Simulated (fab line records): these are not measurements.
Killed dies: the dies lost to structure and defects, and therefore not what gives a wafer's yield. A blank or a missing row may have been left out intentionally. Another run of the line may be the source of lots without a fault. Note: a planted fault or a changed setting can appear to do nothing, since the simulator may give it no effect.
fab line records + flow rit-cmos
record:
- lots: 5
- wafers: 15
- last-day: 7
route steps=202 shown PSD@150 SDANNEAL@153 NSD@158 PLDD@159 NLDD@160 SILICIDE@161 M1@202
lots that met no fault: from a run of the same line without faults
start-h: hours from the record's opening day to when the first of the lot's shown wafers began + wait-h: hours elapsed since this lot's preceding step + " as in the row above + L1.1+2: one row covering several wafers at once + - either no value or no given start + * or withheld: withheld + < > ~ a bound
route shown NAME@n: a module of which the file shows steps, and the number in the route of the first + usual: mean/standard deviation taken from wafers without a fault + same: alike in all rows + chamber/n: place in a boat + sites: readings site by site + _std_site: the standard deviation of these + _edge_site: mean of outer sites minus mean of inner sites + radius-mm: how far each site lies from the wafer's centre + mask NAME#n: copy n + behind: the most recent tool/chamber to have shaped the wafer + hold: what put the lot on hold/how long, in hours/how the hold closed + device: transistor that didn't switch, given as n, p or np + end of line: at the end of the route, the tests of the same wafers + for a step that has no rows: nothing shown but its recipe + killed: dies that structure and defects cost at the first sort, which is not the same as the wafer's yield + map: the dies of a wafer, with x for killed, . for not killed, _ for no die there
set.NAME: the setting the step ran with; set.NAME@STEP: the setting that earlier step ran with + model.NAME: the simulator's own value behind a step, which no gauge read
lots at selected steps of the route; one table per step, one row per wafer
services: a tool's chamber out of use, with start hour (start-h, from the record's first day; less than 0 if before it), hours out, and reason
== steps ==
step: RIT_PSD_IMPLANT_08
recipe:
- species: BF2
- energy-kev: 27
- dose-cm2: 5.073e+15
- tilt-deg: 7
step: RIT_PSD_STRIP_09
recipe:
- chemistry: O2
- time-s: 180
- resist: NOVOLAK
- platen-temp-c: withheld
- power-w: 500
- pressure-mtorr: 4000
- o2-flow-sccm: 4000
usual:
- drypump-motor-current-A: 5.7/0.43
- o2-flow-sccm: 4000/12
| lot.wafer | tool            | chamber | start-h | wait-h | drypump-motor-current-A | o2-flow-sccm | rf-hours-counter-h |
|-----------|-----------------|---------|---------|--------|-------------------------|--------------|--------------------|
| L529.2    | plasma-asher-01 | 1       | 51.74   | 0.1    | 5.9                     | 4012         | 27                 |
| L529.3    | "               | 0       | "       | "      | 4.8                     | 3989         | -                  |
| L529.6    | "               | 1       | "       | "      | 5.9                     | 3992         | -                  |
| L532.2    | plasma-asher-02 | 0       | 71.88   | 0.1    | 5.7                     | 3990         | 41                 |
| L532.5    | "               | 0       | "       | "      | 5.7                     | 3982         | -                  |
| L532.6    | "               | 1       | "       | "      | 6.0                     | 3994         | -                  |
| L533.1    | plasma-asher-02 | 0       | 76.05   | 0.1    | 5.7                     | 3969         | 41                 |
| L533.3    | "               | 0       | "       | "      | 5.7                     | 3998         | -                  |
| L533.5    | "               | 1       | "       | "      | 6.0                     | 4008         | -                  |
| L548.3    | plasma-asher-02 | 0       | 149.38  | 0.1    | 5.7                     | 4013         | -                  |
| L548.4    | "               | 1       | "       | "      | 6.0                     | 3993         | -                  |
| L548.6    | "               | 1       | "       | "      | 6.0                     | 3995         | -                  |
| L552.1    | plasma-asher-04 | 0       | 166.26  | 0.1    | 5.9                     | 3993         | 52                 |
| L552.3    | "               | 1       | "       | "      | 5.8                     | 4009         | -                  |
| L552.4    | "               | 0       | "       | "      | 5.8                     | 3997         | -                  |
step: RIT_PSD_TW_MEAS_10
usual:
- PSD_TW: 3422/14
| lot.wafer | tool          | chamber | start-h | wait-h | PSD_TW |
|-----------|---------------|---------|---------|--------|--------|
| L529.2    | film-metro-04 | -       | 51.92   | 0.1    | 3422   |
| L529.3    | "             | -       | "       | "      | 3423   |
| L529.6    | "             | -       | "       | "      | 3423   |
| L532.2    | film-metro-02 | -       | 72.06   | 0.1    | 3411   |
| L532.5    | "             | -       | "       | "      | 3396   |
| L532.6    | "             | -       | "       | "      | 3414   |
| L533.1    | film-metro-02 | -       | 76.23   | 0.1    | 3406   |
| L533.3    | "             | -       | "       | "      | 3403   |
| L533.5    | "             | -       | "       | "      | 3409   |
| L548.3    | film-metro-02 | -       | 149.51  | 0.1    | 3419   |
| L548.4    | "             | -       | "       | "      | 3405   |
| L548.6    | "             | -       | "       | "      | 3399   |
| L552.1    | film-metro-03 | -       | 166.43  | 0.1    | 3434   |
| L552.3    | "             | -       | "       | "      | 3447   |
| L552.4    | "             | -       | "       | "      | 3434   |
step: RIT_SDANNEAL_CLEAN_00
recipe:
- chemistry: SC1
- mix: 3:3:50
- time-s: 600
- temp-c: 75
step: RIT_SDANNEAL_CLEAN_01
recipe:
- chemistry: dHF
- dilution: 50:1
- time-s: 30
step: RIT_SDANNEAL_CLEAN_02
recipe:
- chemistry: SC2
- mix: 3:3:50
- time-s: 600
- temp-c: 75
- dry: n2-spin
step: RIT_SDANNEAL_RTA_03
recipe:
- temp-c: 1050
- time-s: 5
- idle-temp-c: 600
- ramp-up-c-per-s: 342
- ramp-down-c-per-s: 171
- cool-to-c: 600
- ambient: N2
usual:
- anneal-temp-c-max: 1054.9/0.91
- wafer_temp_C_max: 1053.4/1.1
| lot.wafer | tool          | chamber | start-h | wait-h | anneal-temp-c-max | wafer_temp_C_max |
|-----------|---------------|---------|---------|--------|-------------------|------------------|
| L529.2    | rtp-anneal-02 | 0       | 52.35   | 0.0    | 1053.8            | 1054.2           |
| L529.3    | "             | 0       | "       | "      | 1054.2            | 1053.1           |
| L529.6    | "             | 0       | "       | "      | 1056.0            | 1052.8           |
| L532.2    | rtp-anneal-01 | 0       | 72.51   | 0.0    | 1055.5            | 1052.5           |
| L532.5    | "             | 0       | "       | "      | 1056.0            | 1052.5           |
| L532.6    | "             | 0       | "       | "      | 1056.5            | 1055.3           |
| L533.1    | rtp-anneal-02 | 0       | 76.65   | 0.0    | 1053.1            | 1054.6           |
| L533.3    | "             | 0       | "       | "      | 1053.8            | 1052.1           |
| L533.5    | "             | 0       | "       | "      | 1054.2            | 1054.6           |
| L548.3    | rtp-anneal-01 | 0       | 149.96  | 0.0    | 1054.6            | 1054.6           |
| L548.4    | "             | 0       | "       | "      | 1055.3            | 1053.1           |
| L548.6    | "             | 0       | "       | "      | 1054.6            | 1054.0           |
| L552.1    | rtp-anneal-01 | 0       | 166.86  | 0.0    | 1053.5            | 1054.9           |
| L552.3    | "             | 0       | "       | "      | 1054.6            | 1053.8           |
| L552.4    | "             | 0       | "       | "      | 1055.8            | 1053.0           |
step: RIT_SDANNEAL_RS_MEAS_04
recipe:
- thk-meas-gauge: four-point-probe
usual:
- PSD_RS: 115.6/0.31
| lot.wafer | tool          | chamber | start-h | wait-h | PSD_RS[ohm/sq] |
|-----------|---------------|---------|---------|--------|----------------|
| L529.2    | film-metro-04 | -       | 52.42   | 0.1    | 115.8          |
| L529.3    | "             | -       | "       | "      | 115.4          |
| L529.6    | "             | -       | "       | "      | 115.8          |
| L532.2    | film-metro-04 | -       | 72.58   | 0.1    | 115.2          |
| L532.5    | "             | -       | "       | "      | 115.5          |
| L532.6    | "             | -       | "       | "      | 115.6          |
| L533.1    | film-metro-03 | -       | 76.71   | 0.0    | 115.7          |
| L533.3    | "             | -       | "       | "      | 115.4          |
| L533.5    | "             | -       | "       | "      | 115.8          |
| L548.3    | film-metro-03 | -       | 150.03  | 0.1    | 115.6          |
| L548.4    | "             | -       | "       | "      | 115.8          |
| L548.6    | "             | -       | "       | "      | 115.8          |
| L552.1    | film-metro-02 | -       | 166.92  | 0.0    | 115.7          |
| L552.3    | "             | -       | "       | "      | 115.8          |
| L552.4    | "             | -       | "       | "      | 115.8          |
step: RIT_SDANNEAL_RS_MEAS_05
recipe:
- thk-meas-gauge: four-point-probe
usual:
- NSD_RS: 84.51/0.28
| lot.wafer | tool          | chamber | start-h | wait-h | NSD_RS[ohm/sq] |
|-----------|---------------|---------|---------|--------|----------------|
| L529.2    | film-metro-04 | -       | 52.54   | 0.1    | 84.58          |
| L529.3    | "             | -       | "       | "      | 84.78          |
| L529.6    | "             | -       | "       | "      | 84.58          |
| L532.2    | film-metro-04 | -       | 72.70   | 0.1    | 84.28          |
| L532.5    | "             | -       | "       | "      | 84.39          |
| L532.6    | "             | -       | "       | "      | 84.33          |
| L533.1    | film-metro-03 | -       | 76.83   | 0.1    | 84.81          |
| L533.3    | "             | -       | "       | "      | 84.74          |
| L533.5    | "             | -       | "       | "      | 84.95          |
| L548.3    | film-metro-03 | -       | 150.15  | 0.1    | 84.73          |
| L548.4    | "             | -       | "       | "      | 84.71          |
| L548.6    | "             | -       | "       | "      | 84.67          |
| L552.1    | film-metro-02 | -       | 167.04  | 0.1    | 84.58          |
| L552.3    | "             | -       | "       | "      | 84.40          |
| L552.4    | "             | -       | "       | "      | 84.64          |
step: RIT_SDANNEAL_RS_MEAS_06
recipe:
- thk-meas-gauge: four-point-probe
usual:
- PLDD_RS: 178.4/0.47
| lot.wafer | tool          | chamber | start-h | wait-h | PLDD_RS[ohm/sq] |
|-----------|---------------|---------|---------|--------|-----------------|
| L529.2    | film-metro-04 | -       | 52.66   | 0.1    | 177.9           |
| L529.3    | "             | -       | "       | "      | 178.0           |
| L529.6    | "             | -       | "       | "      | 178.0           |
| L532.2    | film-metro-04 | -       | 72.82   | 0.1    | 178.2           |
| L532.5    | "             | -       | "       | "      | 178.5           |
| L532.6    | "             | -       | "       | "      | 178.4           |
| L533.1    | film-metro-03 | -       | 76.95   | 0.1    | 178.2           |
| L533.3    | "             | -       | "       | "      | 178.4           |
| L533.5    | "             | -       | "       | "      | 178.6           |
| L548.3    | film-metro-03 | -       | 150.27  | 0.1    | 178.5           |
| L548.4    | "             | -       | "       | "      | 178.4           |
| L548.6    | "             | -       | "       | "      | 178.5           |
| L552.1    | film-metro-02 | -       | 167.16  | 0.1    | 177.9           |
| L552.3    | "             | -       | "       | "      | 177.9           |
| L552.4    | "             | -       | "       | "      | 178.6           |
step: RIT_SDANNEAL_RS_MEAS_07
recipe:
- thk-meas-gauge: four-point-probe
usual:
- NLDD_RS: 151.5/0.54
| lot.wafer | tool          | chamber | start-h | wait-h | NLDD_RS[ohm/sq] |
|-----------|---------------|---------|---------|--------|-----------------|
| L529.2    | film-metro-04 | -       | 52.78   | 0.1    | 151.1           |
| L529.3    | "             | -       | "       | "      | 151.1           |
| L529.6    | "             | -       | "       | "      | 151.0           |
| L532.2    | film-metro-04 | -       | 72.94   | 0.1    | 151.2           |
| L532.5    | "             | -       | "       | "      | 151.1           |
| L532.6    | "             | -       | "       | "      | 151.9           |
| L533.1    | film-metro-03 | -       | 77.07   | 0.1    | 151.6           |
| L533.3    | "             | -       | "       | "      | 151.4           |
| L533.5    | "             | -       | "       | "      | 151.0           |
| L548.3    | film-metro-03 | -       | 150.39  | 0.1    | 152.1           |
| L548.4    | "             | -       | "       | "      | 151.9           |
| L548.6    | "             | -       | "       | "      | 152.2           |
| L552.1    | film-metro-02 | -       | 167.28  | 0.1    | 151.2           |
| L552.3    | "             | -       | "       | "      | 151.2           |
| L552.4    | "             | -       | "       | "      | 151.0           |
step: RIT_SILICIDE_WET_ETCH_00
recipe:
- chemistry: BOE
- target: SiO2
- target-depth-nm: 14
- time-s: 15
- dry: n2-spin
- dilution: 10:1
- temp-c: 21.5
step: RIT_SILICIDE_SPUTTER_01
recipe:
- material: Ti
- target-thk-nm: 30
- power-w: 337.6
- chamber-pressure-pa: 0.667
- gas: Ar
- time-s: 240
- substrate-temp-c: 25
usual:
- chamber-pressure-pa: 0.6670/0.0013
- substrate-temp-c: 25.03/0.11
- throttle-valve-pct: 29.9/1.2
| lot.wafer | tool           | chamber | start-h | wait-h | chamber-pressure-pa | substrate-temp-c | throttle-valve-pct | model.Ti_of_SILICIDE_SPUTTER_01.thk-nm |
|-----------|----------------|---------|---------|--------|---------------------|------------------|--------------------|----------------------------------------|
| L529.2    | pvd-sputter-03 | -       | 52.89   | 0.0    | 0.6663              | 25.06            | 29.6               | 29.1                                   |
| L529.3    | "              | -       | "       | "      | 0.6680              | 25.17            | 29.6               | 29.33                                  |
| L529.6    | "              | -       | "       | "      | 0.6663              | 25.12            | 29.3               | 29.26                                  |
| L532.2    | pvd-sputter-04 | -       | 73.05   | 0.0    | 0.6681              | 25.07            | 33.4               | 28.68                                  |
| L532.5    | "              | -       | "       | "      | 0.6659              | 25.09            | 28.1               | 29.03                                  |
| L532.6    | "              | -       | "       | "      | 0.6675              | 25.02            | 32.8               | 28.99                                  |
| L533.1    | pvd-sputter-03 | -       | 77.20   | 0.0    | 0.6688              | 25.16            | 29.5               | 29.02                                  |
| L533.3    | "              | -       | "       | "      | 0.6698              | 24.86            | 29.0               | 29.13                                  |
| L533.5    | "              | -       | "       | "      | 0.6685              | 25.00            | 29.6               | 29.17                                  |
| L548.3    | pvd-sputter-03 | -       | 150.49  | 0.0    | 0.6668              | 24.96            | 29.6               | 29.62                                  |
| L548.4    | "              | -       | "       | "      | 0.6650              | 25.01            | 29.9               | 29.43                                  |
| L548.6    | "              | -       | "       | "      | 0.6648              | 25.10            | 29.8               | 29.45                                  |
| L552.1    | pvd-sputter-03 | -       | 167.41  | 0.0    | 0.6692              | 24.92            | 29.2               | 29.35                                  |
| L552.3    | "              | -       | "       | "      | 0.6676              | 25.02            | 29.2               | 29.3                                   |
| L552.4    | "              | -       | "       | "      | 0.6163              | 24.99            | 30.9               | 30.03                                  |
step: RIT_SILICIDE_RS_MEAS_02
recipe:
- thk-meas-gauge: four-point-probe
- reads: Ti_of_SILICIDE_SPUTTER_01
usual:
- SILICIDE_TI_RS: 49.7/0.57
| lot.wafer | tool          | chamber | start-h | wait-h | SILICIDE_TI_RS[ohm/sq] |
|-----------|---------------|---------|---------|--------|------------------------|
| L529.2    | film-metro-01 | -       | 53.06   | 0.1    | 49.7                   |
| L529.3    | "             | -       | "       | "      | 49.3                   |
| L529.6    | "             | -       | "       | "      | 49.5                   |
| L532.2    | film-metro-01 | -       | 73.22   | 0.1    | 50.8                   |
| L532.5    | "             | -       | "       | "      | 50.0                   |
| L532.6    | "             | -       | "       | "      | 50.0                   |
| L533.1    | film-metro-04 | -       | 77.35   | 0.1    | 49.9                   |
| L533.3    | "             | -       | "       | "      | 49.5                   |
| L533.5    | "             | -       | "       | "      | 49.5                   |
| L548.3    | film-metro-01 | -       | 150.68  | 0.1    | 48.7                   |
| L548.4    | "             | -       | "       | "      | 49.1                   |
| L548.6    | "             | -       | "       | "      | 49.1                   |
| L552.1    | film-metro-01 | -       | 167.56  | 0.1    | 49.3                   |
| L552.3    | "             | -       | "       | "      | 49.3                   |
| L552.4    | "             | -       | "       | "      | 41.6                   |
step: RIT_SILICIDE_THK_MEAS_03
recipe:
- thk-meas-gauge: xrf
- reads: Ti_of_SILICIDE_SPUTTER_01
usual:
- SILICIDE_TI_THK: 28.8/0.31
| lot.wafer | tool          | chamber | start-h | wait-h | SILICIDE_TI_THK[nm] |
|-----------|---------------|---------|---------|--------|---------------------|
| L529.2    | film-metro-01 | -       | 53.17   | 0.1    | 28.8                |
| L529.3    | "             | -       | "       | "      | 28.8                |
| L529.6    | "             | -       | "       | "      | 28.8                |
| L532.2    | film-metro-01 | -       | 73.33   | 0.1    | 28.3                |
| L532.5    | "             | -       | "       | "      | 28.7                |
| L532.6    | "             | -       | "       | "      | 28.6                |
| L533.1    | film-metro-04 | -       | 77.47   | 0.1    | 28.5                |
| L533.3    | "             | -       | "       | "      | 28.7                |
| L533.5    | "             | -       | "       | "      | 28.7                |
| L548.3    | film-metro-01 | -       | 150.78  | 0.1    | 29.5                |
| L548.4    | "             | -       | "       | "      | 29.2                |
| L548.6    | "             | -       | "       | "      | 29.1                |
| L552.1    | film-metro-01 | -       | 167.68  | 0.1    | 29.1                |
| L552.3    | "             | -       | "       | "      | 29.0                |
| L552.4    | "             | -       | "       | "      | 29.8                |
step: RIT_M1_PROBE_99
usual:
- killed-at-contacts: 0.1/0.3
- killed-at-front-end: 6.7/2.6
- killed-dies: 6.8/2.6
- killed-open: 3.3/1.7
- killed-short: 3.4/2
same:
- gross-dies: 264
- killed_at_M0_to_M3: 0
- killed_at_M4_up: 0
- killed-at-back-side: 0
- killed-at-other: 0
| lot.wafer | tool      | chamber | start-h | wait-h | killed-at-contacts | killed-at-front-end | killed-dies | killed-open | killed-short | model.etest.npoly-line.rs-ohm-sq | model.etest.ppoly-line.rs-ohm-sq | model.etest.npoly-sal.rs-ohm-sq | model.etest.ppoly-sal.rs-ohm-sq | model.etest.pplus-sal.rs-ohm-sq | model.etest.nplus-sal.rs-ohm-sq |
|-----------|-----------|---------|---------|--------|--------------------|---------------------|-------------|-------------|--------------|----------------------------------|----------------------------------|---------------------------------|---------------------------------|---------------------------------|---------------------------------|
| L529.2    | prober-01 | -       | 59.95   | 0.1    | 1                  | 5                   | 6           | 3           | 1            | 17.38                            | 16.86                            | 4.494                           | 4.481                           | 4.429                           | 4.402                           |
| L529.3    | prober-01 | -       | 60.00   | 0.2    | 0                  | 7                   | 7           | 4           | 3            | 17.34                            | 16.46                            | 4.414                           | 4.394                           | 4.41                            | 4.448                           |
| L529.6    | prober-01 | -       | 60.15   | 0.2    | 1                  | 5                   | 6           | 2           | 3            | 17.26                            | 16.65                            | 4.41                            | 4.399                           | 4.386                           | 4.384                           |
| L532.2    | prober-02 | -       | 79.96   | 0.1    | 0                  | 4                   | 4           | 2           | 2            | 17.67                            | 16.91                            | 4.501                           | 4.478                           | 4.463                           | 4.422                           |
| L532.5    | prober-02 | -       | 80.11   | 0.2    | 0                  | 12                  | 12          | 7           | 5            | 17.3                             | 16.83                            | 4.477                           | 4.441                           | 4.439                           | 4.386                           |
| L532.6    | prober-02 | -       | 80.16   | 0.2    | 0                  | 5                   | 5           | 1           | 4            | 17.47                            | 16.82                            | 4.48                            | 4.433                           | 4.432                           | 4.402                           |
| L533.1    | prober-01 | -       | 83.94   | 0.1    | 0                  | 8                   | 8           | 5           | 3            | 17.4                             | 17                               | 4.481                           | 4.43                            | 4.457                           | 4.461                           |
| L533.3    | prober-01 | -       | 84.04   | 0.2    | 0                  | 11                  | 11          | 1           | 10           | 17.35                            | 16.86                            | 4.463                           | 4.409                           | 4.42                            | 4.392                           |
| L533.5    | prober-01 | -       | 84.14   | 0.2    | 0                  | 4                   | 4           | 3           | 1            | 17.3                             | 16.72                            | 4.435                           | 4.401                           | 4.44                            | 4.381                           |
| L548.3    | prober-02 | -       | 157.57  | 0.2    | 0                  | 8                   | 8           | 4           | 4            | 17.2                             | 16.55                            | 4.423                           | 4.399                           | 4.403                           | 4.35                            |
| L548.4    | prober-02 | -       | 157.62  | 0.2    | 0                  | 5                   | 5           | 4           | 1            | 17.3                             | 16.64                            | 4.472                           | 4.388                           | 4.41                            | 4.389                           |
| L548.6    | prober-02 | -       | 157.72  | 0.2    | 0                  | 4                   | 4           | 3           | 1            | 17.3                             | 16.66                            | 4.445                           | 4.394                           | 4.376                           | 4.386                           |
| L552.1    | prober-02 | -       | 174.34  | 0.1    | 0                  | 4                   | 4           | 1           | 3            | 17.34                            | 16.78                            | 4.395                           | 4.361                           | 4.358                           | 4.349                           |
| L552.3    | prober-02 | -       | 174.44  | 0.2    | 0                  | 4                   | 4           | 2           | 2            | 17.4                             | 16.71                            | 4.408                           | 4.363                           | 4.353                           | 4.351                           |
| L552.4    | prober-02 | -       | 174.49  | 0.2    | 0                  | 5                   | 5           | 2           | 3            | 17.05                            | 16.61                            | 4.306                           | 4.284                           | 4.281                           | 4.243                           |
killed by level:class
L529.2 REOX:geometric-particle:open=2 GATE:geometric-particle:open=1 SPACER:geometric-particle:short=1 NWELL:coat-microbubble-printed=1 CONTACT:coat-microbubble-printed=1
L529.3 FOX1:geometric-particle:open=2 SPACER:geometric-particle:short=2 FOX1:geometric-particle:short=1 SPACER:geometric-particle:open=1 SILICIDE:geometric-particle:open=1
L529.6 FOX1:geometric-particle:open=1 FOX1:geometric-particle:short=1 FOX2:geometric-particle:short=1 REOX:geometric-particle:short=1 REOX:geometric-particle:open=1 CONTACT:coat-microbubble-printed=1
L532.2 FOX2:geometric-particle:open=2 SPACER:geometric-particle:short=2
L532.5 GATE:geometric-particle:open=4 GATE:geometric-particle:short=2 SILICIDE:geometric-particle:short=2 ACTIVE:geometric-particle:open=1 FOX1:geometric-particle:open=1 REOX:geometric-particle:open=1 SPACER:geometric-particle:short=1
L532.6 GATE:geometric-particle:short=2 SPACER:geometric-particle:short=1 REOX:geometric-particle:open=1 SILICIDE:geometric-particle:short=1
L533.1 REOX:geometric-particle:short=2 FOX1:geometric-particle:short=1 FOX1:geometric-particle:open=1 GATE:geometric-particle:open=1 REOX:geometric-particle:open=1 SPACER:geometric-particle:open=1 SILICIDE:geometric-particle:open=1
L533.3 REOX:geometric-particle:short=6 GATE:geometric-particle:short=2 GATE:geometric-particle:open=1 SPACER:geometric-particle:short=1 SILICIDE:geometric-particle:short=1
L533.5 FOX1:geometric-particle:open=1 FOX1:geometric-particle:short=1 GATE:geometric-particle:open=1 SILICIDE:geometric-particle:open=1
L548.3 SPACER:geometric-particle:open=2 FOX1:geometric-particle:open=1 FOX2:geometric-particle:short=1 FOX2:geometric-particle:open=1 GATE:geometric-particle:short=1 SPACER:geometric-particle:short=1 SILICIDE:geometric-particle:short=1
L548.4 FOX2:geometric-particle:open=2 SPACER:geometric-particle:open=2 SPACER:geometric-particle:short=1
L548.6 FOX2:geometric-particle:open=1 GATE:geometric-particle:open=1 REOX:geometric-particle:short=1 SPACER:geometric-particle:open=1
L552.1 FOX1:geometric-particle:short=1 REOX:geometric-particle:short=1 REOX:geometric-particle:open=1 SILICIDE:geometric-particle:short=1
L552.3 REOX:geometric-particle:open=2 GATE:geometric-particle:short=1 REOX:geometric-particle:short=1
L552.4 FOX1:geometric-particle:short=2 GATE:geometric-particle:short=1 REOX:geometric-particle:open=1 SPACER:geometric-particle:open=1
== services ==
| tool            | chamber | start-h | hours | kind   |
|-----------------|---------|---------|-------|--------|
| pvd-sputter-04  | -       | 29.49   | 2.9   | repair |
| plasma-asher-04 | -       | 62.96   | 15.9  | pm     |
| plasma-asher-02 | -       | 67.06   | 1.2   | repair |
| pvd-sputter-03  | -       | 101.45  | 16.1  | repair |
| pvd-sputter-03  | -       | 112.44  | 2.2   | repair |
| pvd-sputter-03  | -       | 122.45  | 2.5   | repair |
| pvd-sputter-03  | -       | 148.62  | 1.4   | repair |
== key ==
first-sign:
- step: RIT_SILICIDE_SPUTTER_01
- reading: chamber-pressure-pa
- direction: down
- sigmas: 38
- usual: 0.6670
- struck: 0.6163
effect:
- step: RIT_SILICIDE_RS_MEAS_02
- reading: SILICIDE_TI_RS
- direction: down
- sigmas: 14
- usual: 49.7
- struck: 41.6
model-effect:
- step: RIT_SILICIDE_SPUTTER_01
- value: Ti_of_SILICIDE_SPUTTER_01.thk-nm
- without: 29.42
- struck: 30.03
model-effect:
- step: RIT_M1_PROBE_99
- value: etest.npoly-line.rs-ohm-sq
- without: 17.3
- struck: 17.05
met-at RIT_SILICIDE_SPUTTER_01
struck-wafers L552.4
tester-left-out L552
onset-between 150.49 167.41
fault:
- kind: process-parameter-drift
- tool: pvd-sputter-03
- chamber: -
- onset-h: 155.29
- steps: RIT_SILICIDE_SPUTTER_01
- channel: chamber-pressure-pa
- offset: -0.051021
- shape: step
- end-h: 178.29
- stated: 0.667
- scope: struck-wafers-only
tester-left-out: of these lots the tester's yield and bins aren't shown, on N5 and GAA mostly nor the transistor test; their killed dies are dies lost to structure and defects alone, not to doping, threshold or leakage, so they don't give the yield
